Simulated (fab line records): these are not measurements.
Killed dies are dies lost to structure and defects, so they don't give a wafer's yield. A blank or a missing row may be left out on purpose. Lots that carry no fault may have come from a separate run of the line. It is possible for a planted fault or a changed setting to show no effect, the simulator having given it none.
Struck lot and sound lot, side by side | flow ritCmos | 44 steps out of a route of 202
Sound: the wafers L153.1, L153.3, L153.5. Wafers struck: L145.1, L145.2, L145.3. Last of all comes the cause.
At each step with rows: each side's tool, then ch and its chambers, then its first start. Under that, the readings that differ: sound wafers | struck wafers | difference of the means | sigmas: that difference in standard deviations of wafers without a fault.
alike: a reading whose means differ by less than 2 such deviations, as well as words and numbers matching on both sides. not compared: withheld readings; readings where some wafer has no value; bounds like >300 that might hide an equal value; numbers whose values overlap and for which the record gives no deviation.
The two part at a step that has a row with sigmas, a row that says differs or no value, or rows on one side only. Non-overlapping numbers with no deviation appear without sigmas and do not part them. A reading missing from all wafers of one side parts the sides only when that side holds two or more wafers.

first, 1 step without rows for these wafers: RIT_PRETRO_IMPLANT_08.
RIT_PRETRO_STRIP_09: strips in O2, time 180 s.
  sound on plasmaAsher-03 ch 0,1, day 6 21:09; struck on plasmaAsher-03 ch 0,1, day 5 11:09
  alike: drypumpMotorCurrentA
  not compared: rfHoursCounterH
RIT_PRETRO_TW_MEAS_10:
  struck on filmMetro-02, day 5 11:21; sound on filmMetro-03, day 6 21:19
  alike: PRETRO_TW
then, 5 steps without rows for these wafers: RIT_GATE_WET_ETCH_00 (etches SiO2 in BOE, target depth 56 nm, time 60 s); RIT_GATE_CLEAN_01 (cleans in SC1, time 607.7 s); RIT_GATE_CLEAN_02 (cleans in dHF, time 30 s); RIT_GATE_CLEAN_03 (cleans in SC2, time 600 s); RIT_GATE_CLEAN_04 (cleans in dHF, time 60 s).
RIT_FOX2_THK_MEAS_91:
  struck on filmMetro-01, day 5 11:58; sound on filmMetro-03, day 6 21:48
  alike: FIELD_OXIDE_LEFT_2_THK
then, 2 steps without rows for these wafers: RIT_GATE_OXIDATION_05 (target thk 3 nm, ox time 270 s); RIT_GATE_ANNEAL_06 (time 600 s).
RIT_GATE_THK_MEAS_07:
  struck on filmMetro-02, day 6 02:22; sound on filmMetro-03, day 7 03:04
  alike: GATE_OXIDE_THK
RIT_GATE_CVD_08: deposits poly-Si from SiH4, target thk 250 nm, time 2220 s.
  sound on lpcvd-02 ch 1, day 7 03:07; struck on lpcvd-01 ch 0, day 6 02:26
reading                                 | sound         | struck          | difference | sigmas
model.poly-Si_of_GATE_CVD_08.thkNm (nm) | 249 248.4 250 | 260.1 260 258.7 | +10.5      | 
  alike: pressureMtorr, spikeTcCentreC, zonePowerLoadPct
RIT_GATE_THK_MEAS_09:
  struck on filmMetro-01, day 6 04:03; sound on filmMetro-02, day 7 04:44
reading            | sound             | struck            | difference | sigmas
GATE_POLY_THK (nm) | 249.0 248.5 250.1 | 260.3 259.9 258.9 | +10.5      | +6
then, 6 steps without rows for these wafers: RIT_GATE_HMDS_10 (prime time 60 s); RIT_GATE_COAT_11 (resist thk 850 nm); RIT_GATE_SOFTBAKE_12 (time 58.07 s); RIT_GATE_EXPOSE_13 (exposes mask M6, target cd 150 nm); RIT_GATE_PEB_14; RIT_GATE_DEVELOP_15 (develop time 50 s).
RIT_GATE_CD_MEAS_16 targets a cd of 150 nm.
  struck on cdSem-02, day 6 04:58; sound on cdSem-02, day 7 06:01
  alike: cdNm
RIT_GATE_OVL_MEAS_17:
  struck on overlay-01, day 6 05:05; sound on overlay-01, day 7 06:08
  alike: GATE_OVL
then, 1 step without rows for these wafers: RIT_GATE_HARDBAKE_18 (time 60 s).
RIT_GATE_ETCH_19: etches poly-Si in SF6/CHF3/O2, stops on SiO2, time 165 s, target depth 312.5 nm.
  sound on rieSi-02 ch 2,3, day 7 06:25; struck on rieSi-01 ch 0,1,2, day 6 05:16
reading                        | sound         | struck          | difference | sigmas
model.GATE.featureDepthNm (nm) | 249 248.4 250 | 260.1 260 258.7 | +10.5      | 
model.etch.depthNm (nm)        | 249 248.4 250 | 260.1 260 258.7 | +10.5      | 
  alike: drypumpMotorCurrentA, heBacksideLeakSccm, oesProductAu, throttleValvePct
  not compared: rfHoursCounterH
RIT_GATE_STRIP_20: strips in O2, time 180 s.
  sound on plasmaAsher-03 ch 0,1, day 7 06:31; struck on plasmaAsher-01 ch 0,1, day 6 05:22
  alike: drypumpMotorCurrentA
  not compared: rfHoursCounterH
RIT_GATE_CD_MEAS_90 targets a cd of 150 nm.
  struck on cdSem-02, day 6 05:33; sound on cdSem-01, day 7 06:41
  alike: cdNm
then, 4 steps without rows for these wafers: RIT_REOX_CLEAN_00 (cleans in SC1, time 572.7 s); RIT_REOX_CLEAN_01 (cleans in dHF, time 30 s); RIT_REOX_CLEAN_02 (cleans in SC2, time 600 s); RIT_REOX_OXIDATION_03 (target thk 25.2 nm, ox time 5580 s).
RIT_REOX_THK_MEAS_04:
  struck on filmMetro-04, day 6 08:35; sound on filmMetro-04, day 7 10:36
  alike: REOX_OXIDE_THK
then, 6 steps without rows for these wafers: RIT_NLDD_HMDS_00 (prime time 60 s); RIT_NLDD_COAT_01 (resist thk 1000 nm); RIT_NLDD_SOFTBAKE_02 (time 60 s); RIT_NLDD_EXPOSE_03 (exposes mask M7, target cd 40700 nm); RIT_NLDD_PEB_04; RIT_NLDD_DEVELOP_05 (develop time 50 s).
RIT_NLDD_OVL_MEAS_06:
  struck on overlay-01, day 6 09:56; sound on overlay-02, day 7 12:11
  alike: NLDD_OVL
then, 2 steps without rows for these wafers: RIT_NLDD_HARDBAKE_07 (time 60 s); RIT_NLDD_IMPLANT_08.
RIT_NLDD_STRIP_09: strips in O2, time 180 s.
  sound on plasmaAsher-02 ch 0,1, day 7 12:32; struck on plasmaAsher-04 ch 0,1, day 6 10:17
reading                  | sound       | struck      | difference | sigmas
drypumpMotorCurrentA (A) | 6.6 6.3 6.3 | 5.1 5.2 5.1 | -1.3       | -2
  not compared: rfHoursCounterH
RIT_NLDD_TW_MEAS_10:
  struck on filmMetro-04, day 6 10:27; sound on filmMetro-01, day 7 12:42
  alike: NLDD_TW
RIT_SDANNEAL_CLEAN_02: cleans in SC2, time 600 s.
  sound on wetBench-01 ch 1, day 7 22:03; struck on wetBench-04 ch 1, day 6 18:46
reading                                 | sound             | struck            | difference | sigmas
bathHeatDutyPct (%)                     | 13.6 13.6 12.5    | 16.6 16.4 17.4    | +3.6       | +3
model.poly-Si_of_GATE_CVD_08.thkNm (nm) | 163.5 161.2 165.6 | 172.5 173.8 171.5 | +9.2       | 
RIT_M1_PROBE_99:
  struck on prober-01, day 7 03:05; sound on prober-01, day 8 06:10
reading                                    | sound                | struck               | difference | sigmas
model.etest.polyCombOverSteps.leakLog10AUm | -12.67 -12.73 -12.88 | -12.24 -10.44 -11.67 | +1.31      | 
  alike: killed_at_M0_to_M3, killedAtContacts, killedAtFrontEnd, killedDies, killedOpen, killedShort

WHERE THEY PART
First at RIT_GATE_THK_MEAS_09; last, within this record, at RIT_SDANNEAL_CLEAN_02. Later steps at which nothing parts them and some readings are alike: RIT_M1_PROBE_99.

WHY: the cause the simulator had injected
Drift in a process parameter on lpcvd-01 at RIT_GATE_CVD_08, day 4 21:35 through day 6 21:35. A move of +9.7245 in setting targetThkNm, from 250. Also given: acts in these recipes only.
